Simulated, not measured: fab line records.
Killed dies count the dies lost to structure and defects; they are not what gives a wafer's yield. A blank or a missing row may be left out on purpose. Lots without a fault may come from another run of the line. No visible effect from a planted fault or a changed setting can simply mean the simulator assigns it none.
A lot that was struck, set against a sound lot -- flow ritCmos -- 14 steps out of a route of 202
Sound: these wafers, L751.1, L751.2, L751.6. Wafers L758.1, L758.3, L758.4 were the ones struck. Last of all comes the cause.
At each step with rows: each side's tool, then ch and its chambers, then its first start. Under that, the readings that differ: sound wafers -- struck wafers -- difference of the means -- sigmas: that difference in standard deviations of wafers without a fault.
alike: same words and numbers on both sides, and readings whose means sit less than 2 such deviations apart. not compared: any withheld reading, any reading some wafer has no value for, any bound like >300 that may hide the same value, and any number with overlapping values for which the record gives no deviation.
A row with sigmas, a row that says differs or no value, or rows on one side alone: a step with any of these is where the two part. When numbers do not overlap yet have no deviation, they are printed without sigmas and do not part them. A reading that every wafer of one side lacks parts them only if that side has two wafers or more.

RIT_SILICIDE_SPUTTER_01: material Ti, target thk 30 nm, time 240 s.
  sound on pvdSputter-03, day 6 08:04; struck on pvdSputter-03, day 7 22:02
  alike: throttleValvePct
RIT_SILICIDE_RS_MEAS_02: measures by four-point-probe.
  sound on filmMetro-04, day 6 08:13; struck on filmMetro-04, day 7 22:11
  alike: SILICIDE_TI_RS
RIT_SILICIDE_THK_MEAS_03: measures by xrf.
  sound on filmMetro-04, day 6 08:20; struck on filmMetro-04, day 7 22:19
  alike: SILICIDE_TI_THK
RIT_SILICIDE_RTA_04: time 10 s, ramp up 5 s, ramp down 5 s.
  sound on rtpAnneal-01 ch 0, day 6 08:23; struck on rtpAnneal-02 ch 0, day 7 22:22
  alike: chamberO2Ppm, wafer_temp_C_max
then, 1 step without rows for these wafers: RIT_SILICIDE_WET_ETCH_05 (etches Ti in SPM, time 120 s).
RIT_SILICIDE_RTA_06: time 10 s, ramp up 5 s, ramp down 10 s.
  sound on rtpAnneal-02 ch 0, day 6 08:30; struck on rtpAnneal-01 ch 0, day 7 22:29
  alike: chamberO2Ppm, wafer_temp_C_max
RIT_CONTACT_CVD_00: deposits SiO2 from TEOS, target thk 400 nm, time 61 s.
  sound on pecvd-04 ch 0,1,2, day 6 08:34; struck on pecvd-02 ch 1,2, day 7 22:33
  alike: heaterPowerW, rfFwdPowerW
RIT_CONTACT_THK_MEAS_01:
  sound on filmMetro-04, day 6 08:37; struck on filmMetro-03, day 7 22:36
  alike: CONTACT_TEOS_THK
then, 4 steps without rows for these wafers: RIT_CONTACT_HMDS_02 (prime time 60 s); RIT_CONTACT_COAT_03 (resist thk 1000 nm); RIT_CONTACT_SOFTBAKE_04 (time 60 s); RIT_CONTACT_EXPOSE_05 (exposes mask M11, target cd 1000 nm).
RIT_CONTACT_PEB_06:
  struck on lithoTrack-02, day 7 23:14; sound on lithoTrack-02 ch 0, day 6 09:22
reading,sound,struck,difference,sigmas
exhaustPa (Pa),46.0 46.7 45.0,- - -,no value on the struck wafers,
  not compared: chillPlateTempC
then, 1 step without rows for these wafers: RIT_CONTACT_DEVELOP_07 (develop time 120 s).

WHERE THEY PART
Within this record, at RIT_CONTACT_PEB_06 only.

WHY: the cause the simulator had injected
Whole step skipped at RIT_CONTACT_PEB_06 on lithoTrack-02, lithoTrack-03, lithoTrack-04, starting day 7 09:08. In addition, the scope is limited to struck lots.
